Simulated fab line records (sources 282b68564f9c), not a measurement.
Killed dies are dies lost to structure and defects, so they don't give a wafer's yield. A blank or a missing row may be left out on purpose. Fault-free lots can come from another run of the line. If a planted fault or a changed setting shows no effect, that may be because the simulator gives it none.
Lot-split experiment :: flow rit_cmos :: route with 202 steps; 5 lots, 23 wafers read

ON THE SPLIT
At RIT_GATE_EXPOSE_13 (exposes mask M6, target cd 150 nm), the setting dose_mj was moved away from the recipe's 380 on 7 of the 23 wafers read, by -6.4% to +3.4%. All remaining wafers had this setting at the recipe value.

FROM THE SPLIT TO THE READING: what the file shows between them, 5 steps
- RIT_GATE_PEB_14
- RIT_GATE_DEVELOP_15: develop time 50 s
- RIT_GATE_CD_MEAS_16: target cd 150 nm
- RIT_GATE_ETCH_19: etches poly-Si in SF6/CHF3/O2, stops on SiO2, time 165 s, target depth 312.5 nm (also split here: over_etch_frac)
- RIT_GATE_STRIP_20: strips in O2, time 180 s

THE READING
cd_nm (nm) at RIT_GATE_CD_MEAS_90, where the cd target is 150 nm. Fault-free wafers of this fab line usually give 149.5 nm, standard deviation 2.7 nm.

wafer: L074.2
tool, chamber at the split: iline_stepper-02, 0
dose_mj as run: 380
against the recipe: recipe
cd_nm, nm: 151.1
against lot-mates on the recipe: -

wafer: L074.3
tool, chamber at the split: iline_stepper-02, 0
dose_mj as run: 355.7
against the recipe: -6.4%
cd_nm, nm: 185.4
against lot-mates on the recipe: +34.7

wafer: L074.4
tool, chamber at the split: iline_stepper-02, 0
dose_mj as run: 380
against the recipe: recipe
cd_nm, nm: 148.5
against lot-mates on the recipe: -

wafer: L074.5
tool, chamber at the split: iline_stepper-02, 0
dose_mj as run: 380
against the recipe: recipe
cd_nm, nm: 152.6
against lot-mates on the recipe: -

wafer: L074.6
tool, chamber at the split: iline_stepper-02, 0
dose_mj as run: 355.7
against the recipe: -6.4%
cd_nm, nm: 183.7
against lot-mates on the recipe: +33.0

wafer: L076.1
tool, chamber at the split: iline_stepper-01, 0
dose_mj as run: 380
against the recipe: recipe
cd_nm, nm: 154.1
against lot-mates on the recipe: -

wafer: L076.3
tool, chamber at the split: iline_stepper-01, 0
dose_mj as run: 380
against the recipe: recipe
cd_nm, nm: 154.1
against lot-mates on the recipe: -

wafer: L076.4
tool, chamber at the split: iline_stepper-01, 0
dose_mj as run: 380
against the recipe: recipe
cd_nm, nm: 155.3
against lot-mates on the recipe: -

wafer: L076.5
tool, chamber at the split: iline_stepper-01, 0
dose_mj as run: 380
against the recipe: recipe
cd_nm, nm: 153.7
against lot-mates on the recipe: -

wafer: L076.6
tool, chamber at the split: iline_stepper-01, 0
dose_mj as run: 380
against the recipe: recipe
cd_nm, nm: 155.5
against lot-mates on the recipe: -

wafer: L078.2
tool, chamber at the split: iline_stepper-02, 0
dose_mj as run: 380
against the recipe: recipe
cd_nm, nm: 146.3
against lot-mates on the recipe: -

wafer: L078.4
tool, chamber at the split: iline_stepper-02, 0
dose_mj as run: 380
against the recipe: recipe
cd_nm, nm: 144.6
against lot-mates on the recipe: -

wafer: L078.6
tool, chamber at the split: iline_stepper-02, 0
dose_mj as run: 380
against the recipe: recipe
cd_nm, nm: 146.0
against lot-mates on the recipe: -

wafer: L082.1
tool, chamber at the split: iline_stepper-01, 0
dose_mj as run: 392.9
against the recipe: +3.4%
cd_nm, nm: 134.5
against lot-mates on the recipe: -14.9

wafer: L082.2
tool, chamber at the split: iline_stepper-01, 0
dose_mj as run: 392.9
against the recipe: +3.4%
cd_nm, nm: 135.1
against lot-mates on the recipe: -14.3

wafer: L082.4
tool, chamber at the split: iline_stepper-01, 0
dose_mj as run: 380
against the recipe: recipe
cd_nm, nm: 147.8
against lot-mates on the recipe: -

wafer: L082.5
tool, chamber at the split: iline_stepper-01, 0
dose_mj as run: 392.9
against the recipe: +3.4%
cd_nm, nm: 133.9
against lot-mates on the recipe: -15.5

wafer: L082.6
tool, chamber at the split: iline_stepper-01, 0
dose_mj as run: 380
against the recipe: recipe
cd_nm, nm: 151.0
against lot-mates on the recipe: -

wafer: L083.2
tool, chamber at the split: iline_stepper-02, 0
dose_mj as run: 380
against the recipe: recipe
cd_nm, nm: 146.3
against lot-mates on the recipe: -

wafer: L083.3
tool, chamber at the split: iline_stepper-02, 0
dose_mj as run: 380
against the recipe: recipe
cd_nm, nm: 149.1
against lot-mates on the recipe: -

wafer: L083.4
tool, chamber at the split: iline_stepper-02, 0
dose_mj as run: 389
against the recipe: +2.4%
cd_nm, nm: 137.8
against lot-mates on the recipe: -9.5

wafer: L083.5
tool, chamber at the split: iline_stepper-02, 0
dose_mj as run: 389
against the recipe: +2.4%
cd_nm, nm: 134.1
against lot-mates on the recipe: -13.2

wafer: L083.6
tool, chamber at the split: iline_stepper-02, 0
dose_mj as run: 380
against the recipe: recipe
cd_nm, nm: 146.4
against lot-mates on the recipe: -

THE FIT
A straight line over all 23 wafers: cd_nm changes by -5.23 nm for each +1% of dose_mj; r = -0.97; the points scatter about the line by 3.4 nm.
The same after taking each lot's own level away (the mean of its wafers on the recipe; 23 wafers): -5.01 nm for each +1%; r = -0.99; scatter 1.5 nm.
That fit puts the effect of the largest move of dose_mj on the reading at 32 nm.
Measured against the standard deviation above, the lots' own levels, which go from 145.63 to 154.54 nm, span 3.3 times it.
Hence the lot-to-lot level has little effect on the slope; both slopes agree.
Check: for one of the wafers moved furthest among these (-6.4%), held out of the fit, the line's prediction against its lot-mates is +31.2 nm. It came out at +34.7 nm against them.

OTHER SPLITS APPLIED TO THESE WAFERS
Other splits were also applied to these wafers ahead of the reading. Each is held against what the fit with the lots' levels taken away leaves over:
other split on the same wafers: RIT_ACTIVE_COAT_06 spin_rpm
wafers away from the commonest value: 6
r with cd_nm (lot level and that fit taken away): -0.17

other split on the same wafers: RIT_ACTIVE_HARDBAKE_12 temp_c
wafers away from the commonest value: 7
r with cd_nm (lot level and that fit taken away): +0.06

other split on the same wafers: RIT_FOX1_OXIDATION_00 temp_c
wafers away from the commonest value: 15
r with cd_nm (lot level and that fit taken away): +0.13

other split on the same wafers: RIT_NWELL_COAT_01 resist_thk_nm
wafers away from the commonest value: 7
r with cd_nm (lot level and that fit taken away): +0.00

other split on the same wafers: RIT_NWELL_SOFTBAKE_02 time_s
wafers away from the commonest value: 7
r with cd_nm (lot level and that fit taken away): +0.08

other split on the same wafers: RIT_PWELL_SOFTBAKE_02 temp_c
wafers away from the commonest value: 8
r with cd_nm (lot level and that fit taken away): +0.01

other split on the same wafers: RIT_PWELL_DEVELOP_05 develop_time_s
wafers away from the commonest value: 7
r with cd_nm (lot level and that fit taken away): -0.37

other split on the same wafers: RIT_NRETRO_COAT_01 resist_thk_nm
wafers away from the commonest value: 7
r with cd_nm (lot level and that fit taken away): +0.14

other split on the same wafers: RIT_PRETRO_IMPLANT_08 dose_cm2
wafers away from the commonest value: 7
r with cd_nm (lot level and that fit taken away): +0.03

other split on the same wafers: RIT_GATE_ETCH_19 over_etch_frac
wafers away from the commonest value: 7
r with cd_nm (lot level and that fit taken away): +0.27

THE WHOLE CHAIN: every reading that the file lists as answering this split, in the file's order
step: RIT_GATE_DEVELOP_15
what it does: develop time 50 s
reading: GATE.cd_nm (the simulator's own value, which no gauge read)
change (the file's fit): -5.09 nm for each +1% of the setting
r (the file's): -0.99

step: RIT_GATE_CD_MEAS_16
what it does: target cd 150 nm
reading: cd_nm
change (the file's fit): -5.11 nm for each +1% of the setting
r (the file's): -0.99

step: RIT_GATE_CD_MEAS_90
what it does: target cd 150 nm
reading: cd_nm
change (the file's fit): -5.06 nm for each +1% of the setting
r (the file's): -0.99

step: RIT_M1_PROBE_99
what it does: 
reading: etest.nmos_0p15.r_on_ohm_um (the simulator's own value, which no gauge read)
change (the file's fit): -39.8 for each +1% of the setting
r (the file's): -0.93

step: RIT_M1_PROBE_99
what it does: 
reading: etest.pmos_0p15.r_on_ohm_um (the simulator's own value, which no gauge read)
change (the file's fit): -124 for each +1% of the setting
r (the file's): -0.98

step: RIT_M1_PROBE_99
what it does: 
reading: etest.pmos_turned.r_on_ohm_um (the simulator's own value, which no gauge read)
change (the file's fit): -130 for each +1% of the setting
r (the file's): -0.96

step: RIT_M1_PROBE_99
what it does: 
reading: etest.pmos_0p3.r_on_ohm_um (the simulator's own value, which no gauge read)
change (the file's fit): -67.8 for each +1% of the setting
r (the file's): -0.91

step: RIT_M1_PROBE_99
what it does: 
reading: etest.nmos_0p15.drive_ua_um (the simulator's own value, which no gauge read)
change (the file's fit): +18.5 for each +1% of the setting
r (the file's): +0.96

FILE'S OWN FIT
cd_nm changes by -5.06 nm for each +1% of dose_mj, r = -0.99.
